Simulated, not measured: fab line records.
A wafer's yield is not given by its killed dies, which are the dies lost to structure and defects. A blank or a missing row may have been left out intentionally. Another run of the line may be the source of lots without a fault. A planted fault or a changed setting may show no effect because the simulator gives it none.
A lot that was struck, set against a sound lot	flow berkeleyCmos170	17 out of 331 route steps
Sound: wafers L621.1, L621.2, L621.4. Wafers struck: L638.2, L638.4, L638.6. At the end, the cause is stated.
For every step that has rows: the tool of each side, followed by ch and its chambers, followed by its first start. Under that, the readings that differ: sound wafers	struck wafers	difference of the means	sigmas: that difference in standard deviations of wafers without a fault.
alike: same words and numbers on both sides, and readings whose means sit less than 2 such deviations apart. not compared: any withheld reading, any reading some wafer has no value for, any bound like >300 that may hide the same value, and any number with overlapping values for which the record gives no deviation.
The two part at a step that has a row with sigmas, a row that says differs or no value, or rows on one side only. Non-overlapping numbers with no deviation appear without sigmas and do not part them. Lack of a reading on every wafer of one side parts them only where that side has two or more wafers.

first, 5 steps without rows for these wafers: UCB170_NLDD_COAT_01 (resist thk 900 nm); UCB170_NLDD_SOFTBAKE_02 (time 60 s); UCB170_NLDD_EXPOSE_03 (exposes mask NSELECT, target cd 1200 nm); UCB170_NLDD_PEB_04; UCB170_NLDD_DEVELOP_05 (develop time 45 s).
UCB170_NLDD_CD_MEAS_06: the cd target is 1200 nm.
  sound: cdSem-01 at day 7 14:35; struck: cdSem-02 at day 11 07:50
  alike: cdNm
UCB170_NLDD_OVL_MEAS_07:
  sound: overlay-02 at day 7 14:42; struck: overlay-01 at day 11 07:56
  alike: NLDD_OVL
then, 2 steps without rows for these wafers: UCB170_NLDD_IMPLANT_08; UCB170_NLDD_IMPLANT_09.
UCB170_NLDD_STRIP_10: strips in O2.
  sound on plasmaAsher-02 ch 0,1, day 7 15:02; struck on plasmaAsher-02 ch 0,1, day 11 08:16
reading	sound	struck	difference	sigmas
stripTimeToEndpointS (s)	21.57 21.54 21.60	21.74 21.69 21.68	+0.13	+2
  alike: drypumpMotorCurrentA, oesProductAu
  not compared: rfHoursCounterH
UCB170_NLDD_TW_MEAS_11:
  sound: filmMetro-04 at day 7 15:08; struck: filmMetro-01 at day 11 08:23
  alike: NLDD_TW
then, 1 step without rows for these wafers: UCB170_NLDD_CLEAN_12 (cleans in SPM, time 600 s).
UCB170_SPACER_CVD_00: deposits SiO2 from TEOS/O2, target thk 376 nm, time 47 s.
  sound on pecvd-04 ch 1,2, day 7 15:22; struck on pecvd-04 ch 0,1,2, day 11 08:37
  alike: heaterPowerW
  not compared: sinceWetCleanH
UCB170_SPACER_THK_MEAS_01:
  sound: filmMetro-04 at day 7 15:25; struck: filmMetro-03 at day 11 08:54
reading	sound	struck	difference	sigmas
SPACER_TEOS_THK (nm)	377 372 376	291 293 288	-84	-17
  not compared: hold
UCB170_SPACER_ETCHBACK_03: etches SiO2 in CHF3/CF4/Ar, stops on Si, target depth 376 nm, time 100 s.
  sound on rieDiel-03 ch 0,2,3, day 7 21:15; struck on rieDiel-03 ch 0,3, day 11 18:48
reading	sound	struck	difference	sigmas
oesProductAu (a.u.)	0.904 0.888 0.897	0.745 0.731 0.726	-0.162	-10
  alike: drypumpMotorCurrentA, throttleValvePct
  not compared: rfHoursCounterH
then, 1 step without rows for these wafers: UCB170_PSD_HMDS_00 (prime time 60 s).
UCB170_M3_PROBE_99:
  the record holds rows for the sound wafers here (prober-02, day 8 23:58) but none for the struck ones

== WHERE THEY PART ==
First at UCB170_NLDD_STRIP_10; last, within this record, at UCB170_M3_PROBE_99.

WHY: what had been put in by the simulator
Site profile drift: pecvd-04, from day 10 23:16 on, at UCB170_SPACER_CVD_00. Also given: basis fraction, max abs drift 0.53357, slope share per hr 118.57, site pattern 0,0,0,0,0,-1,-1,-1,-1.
